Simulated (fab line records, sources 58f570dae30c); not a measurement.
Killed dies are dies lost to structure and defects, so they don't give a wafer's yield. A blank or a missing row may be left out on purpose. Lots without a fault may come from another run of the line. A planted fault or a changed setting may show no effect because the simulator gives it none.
Split-lot experiment | flow berkeley_cmos170 | 5 lots, 23 wafers read, on a route of 331 steps

THE SPLIT
At UCB170_GATE_COAT_07 (resist thk 900 nm), the setting spin_rpm was moved away from the recipe's 1500 rpm on 8 of the 23 wafers read, by -7.1% to -4.7%. The other wafers ran this setting at the recipe's value.

FROM THE SPLIT TO THE READING: what the file shows between them, 3 steps
- UCB170_GATE_SOFTBAKE_08: time 60 s
- UCB170_GATE_EXPOSE_09: exposes mask POLY, target cd 350 nm
- UCB170_GATE_ETCH_14: etches BARC in N2/H2

THE READING
KrF_of_GATE_COAT_07.thk_nm (the simulator's own value, which no gauge read), in nm, at UCB170_GATE_ETCH_15 (etches poly-Si in HBr/Cl2, stops on SiO2, time 56.3 s, target depth 278.2 nm). The file gives no usual value for it. The 15 wafers here that ran the recipe average 778.6 nm, standard deviation 2.4 nm.

wafer  | tool, chamber at the split | spin_rpm as run, rpm | against the recipe | KrF_of_GATE_COAT_07.thk_nm, nm | against lot-mates on the recipe
L078.1 | litho_track-01, 0          | 1412                 | -5.9%              | 801                            | +23.1
L078.2 | litho_track-01, 0          | 1412                 | -5.9%              | 800.6                          | +22.8
L078.4 | litho_track-01, 0          | 1412                 | -5.9%              | 800.7                          | +22.9
L078.5 | litho_track-01, 0          | 1500                 | recipe             | 777                            | -
L078.6 | litho_track-01, 0          | 1500                 | recipe             | 778.7                          | -
L079.1 | litho_track-03, 0          | 1500                 | recipe             | 777.6                          | -
L079.3 | litho_track-03, 0          | 1500                 | recipe             | 780.1                          | -
L079.4 | litho_track-03, 0          | 1500                 | recipe             | 781.1                          | -
L083.1 | litho_track-03, 0          | 1500                 | recipe             | 779.2                          | -
L083.2 | litho_track-03, 0          | 1430                 | -4.7%              | 801.5                          | +22.6
L083.3 | litho_track-03, 0          | 1430                 | -4.7%              | 801.7                          | +22.8
L083.4 | litho_track-03, 0          | 1500                 | recipe             | 777.3                          | -
L083.6 | litho_track-03, 0          | 1500                 | recipe             | 780.2                          | -
L081.1 | litho_track-01, 0          | 1393                 | -7.1%              | 806.3                          | +31.6
L081.2 | litho_track-01, 0          | 1393                 | -7.1%              | 804                            | +29.3
L081.4 | litho_track-01, 0          | 1393                 | -7.1%              | 807.8                          | +33.1
L081.5 | litho_track-01, 0          | 1500                 | recipe             | 773.5                          | -
L081.6 | litho_track-01, 0          | 1500                 | recipe             | 775.9                          | -
L084.1 | litho_track-03, 0          | 1500                 | recipe             | 779.2                          | -
L084.4 | litho_track-03, 0          | 1500                 | recipe             | 779.2                          | -
L084.6 | litho_track-03, 0          | 1500                 | recipe             | 779.2                          | -
L084.2 | litho_track-03, 0          | 1500                 | recipe             | 776.3                          | -
L084.5 | litho_track-03, 0          | 1500                 | recipe             | 784.1                          | -

THE FIT
A straight line over all 23 wafers: KrF_of_GATE_COAT_07.thk_nm changes by -3.96 nm for each +1% of spin_rpm; r = -0.98; the points scatter about the line by 2.6 nm.
The same after taking each lot's own level away (the mean of its wafers on the recipe; 23 wafers): -4.29 nm for each +1%; r = -0.99; scatter 2 nm.
On that fit, the largest move of spin_rpm shifts the reading by 31 nm.
The lots' own levels span 774.70 to 779.60 nm, that is 2.0 times the standard deviation above.
So the lot-to-lot level changes the slope little: the two slopes agree.
Check: with one of the wafers moved furthest among these (-7.1%) left out of the fit, the line predicts +30.4 nm for it against its lot-mates. It came out at +31.6 nm against them.

OTHER SPLITS ON THESE WAFERS
These wafers also went through other splits before the reading. Each is held against what the fit with the lots' levels taken away leaves over:
other split on the same wafers    | wafers away from the commonest value | r with KrF_of_GATE_COAT_07.thk_nm (lot level and that fit taken away)
UCB170_PFIELD_IMPLANT_07 dose_cm2 | 8                                    | +0.14
UCB170_FIELD_OXIDATION_01 temp_c  | 10                                   | -0.24
UCB170_NVT_COAT_01 resist_thk_nm  | 9                                    | +0.06

THE WHOLE CHAIN: every reading that the file lists as answering this split, in the file's order
step                | what it does                                                                 | reading                                                                     | change (the file's fit)              | r (the file's)
UCB170_GATE_COAT_07 | resist thk 900 nm                                                            | KrF_of_GATE_COAT_07.thk_nm (the simulator's own value, which no gauge read) | -4.5 nm for each +1% of the setting  | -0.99
UCB170_GATE_ETCH_15 | etches poly-Si in HBr/Cl2, stops on SiO2, time 56.3 s, target depth 278.2 nm | KrF_of_GATE_COAT_07.thk_nm (the simulator's own value, which no gauge read) | -4.33 nm for each +1% of the setting | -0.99

THE FILE'S OWN FIT
KrF_of_GATE_COAT_07.thk_nm changes by -4.33 nm for each +1% of spin_rpm, r = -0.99.
